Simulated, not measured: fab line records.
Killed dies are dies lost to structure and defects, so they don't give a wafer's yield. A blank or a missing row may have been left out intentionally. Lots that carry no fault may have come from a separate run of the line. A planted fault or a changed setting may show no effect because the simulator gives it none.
Matching of chambers -- flow berkeley-cmos170 -- 3 sister chambers for UCB170_NWELL_ETCH_13 on rie-diel-04
The step etches Si3N4 in CH3F/Ar/O2, stops on SiO2, target depth 246.4 nm, time 154 s. 6 wafers are shown with their chamber, then 7 later ones without.

WAFERS, EACH WITH ITS CHAMBER
wafer,chamber,throttle-valve-pct (%),oes-product-au (a.u.)
L909.5,0,7.82,0.937
L911.1,0,7.83,0.939
L914.1,3,8.25,0.901
L914.3,2,7.95,0.924
L914.4,3,8.25,0.915
L916.1,2,7.96,0.938

WAFERS WITH NO CHAMBER GIVEN
wafer,throttle-valve-pct (%),oes-product-au (a.u.)
L916.2,8.27,0.916
L916.5,8.25,0.923
L919.1,8.27,0.917
L919.3,7.84,0.936
L927.4,8.27,0.921
L927.5,8.25,0.918
L927.6,7.97,0.933

WHICH CHAMBER EACH WENT THROUGH
wafer,from the rows above,in truth
L916.2,3,3
L916.5,3,3
L919.1,3,3
L919.3,0,0
L927.4,3,3
L927.5,3,3
L927.6,2,2
Correctly placed: 7 of 7. Not placeable from these rows: 0. Number placed wrongly: 0.
How it was worked out, from the rows above alone: a wafer's distance from a chamber is the root of the sum, over the readings, of the square of ((its reading less the chamber's mean) divided by the reading's scatter). The wafer belongs to the nearest chamber; if the next one is less than 2 further off, it can't be placed. Each chamber's mean is taken over the wafers shown for it. The scatter: the root of (the sum of the squares of (reading less its chamber's mean) over the shown wafers, divided by (wafers less chambers)).
